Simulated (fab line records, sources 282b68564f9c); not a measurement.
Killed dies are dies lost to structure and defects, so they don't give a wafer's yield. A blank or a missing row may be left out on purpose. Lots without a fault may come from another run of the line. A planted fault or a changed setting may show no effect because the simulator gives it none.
A struck lot beside a sound one | flow rit_cmos | 15 steps out of a route of 202
Sound: wafers L291.1, L291.4, L291.5. Struck: wafer L300.6. (L300.4, L300.5 of the same lot were not struck and are left out.) The cause comes at the end.
At each step with rows: each side's tool, then ch and its chambers, then its first start. Under that, the readings that differ: sound wafers | struck wafers | difference of the means | sigmas: that difference in standard deviations of wafers without a fault.
alike: readings whose means differ by less than 2 such deviations, and words and numbers that are the same on both sides. not compared: withheld readings, readings that some wafer has no value for, bounds like >300 that may hide the same value, and numbers for which the record gives no deviation and whose values overlap.
The two part at a step that has a row with sigmas, a row that says differs or no value, or rows on one side only. Numbers that don't overlap but have no deviation are shown without sigmas and don't part them. A reading that every wafer of one side lacks parts them only if that side has two wafers or more.

first, 2 steps without rows for these wafers: RIT_REOX_CLEAN_02 (cleans in SC2, time 600 s); RIT_REOX_OXIDATION_03 (target thk 25.2 nm, ox time 5580 s).
RIT_REOX_THK_MEAS_04:
  sound on film_metro-01, day 2 21:59; struck on film_metro-03, day 4 19:13
  alike: REOX_OXIDE_THK
then, 6 steps without rows for these wafers: RIT_NLDD_HMDS_00 (prime time 60 s); RIT_NLDD_COAT_01 (resist thk 1000 nm); RIT_NLDD_SOFTBAKE_02 (time 60 s); RIT_NLDD_EXPOSE_03 (exposes mask M7, target cd 40700 nm); RIT_NLDD_PEB_04; RIT_NLDD_DEVELOP_05 (develop time 50 s).
RIT_NLDD_OVL_MEAS_06:
  sound on overlay-01, day 2 23:07; struck on overlay-01, day 4 20:07
  alike: NLDD_OVL
then, 2 steps without rows for these wafers: RIT_NLDD_HARDBAKE_07 (time 60 s); RIT_NLDD_IMPLANT_08.
RIT_NLDD_STRIP_09: strips in O2, time 180 s.
  sound on plasma_asher-04 ch 0,1, day 2 23:32; struck on plasma_asher-04 ch 0, day 4 20:29
  reading                        | sound          | struck | difference | sigmas
  chamber_pressure_mTorr (mTorr) | 4002 4002 4001 | 1998   | -2004      | -99 or more
  alike: drypump_motor_current_A
  not compared: rf_hours_counter_h
RIT_NLDD_TW_MEAS_10:
  sound on film_metro-04, day 2 23:42; struck on film_metro-01, day 4 20:38
  alike: NLDD_TW
RIT_M1_PROBE_99:
  sound on prober-02, day 3 15:49; struck on prober-01, day 5 15:05
  alike: killed_at_front_end, killed_dies, killed_open, killed_short

WHERE THEY PART
Only at RIT_NLDD_STRIP_09, within this record. Later steps at which nothing parts them and some readings are alike: RIT_NLDD_TW_MEAS_10, RIT_M1_PROBE_99.

WHY: what the simulator had put in
Process parameter drift: plasma_asher-04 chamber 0, from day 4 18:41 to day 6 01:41, at RIT_NLDD_STRIP_09. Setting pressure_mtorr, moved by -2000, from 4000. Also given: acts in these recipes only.
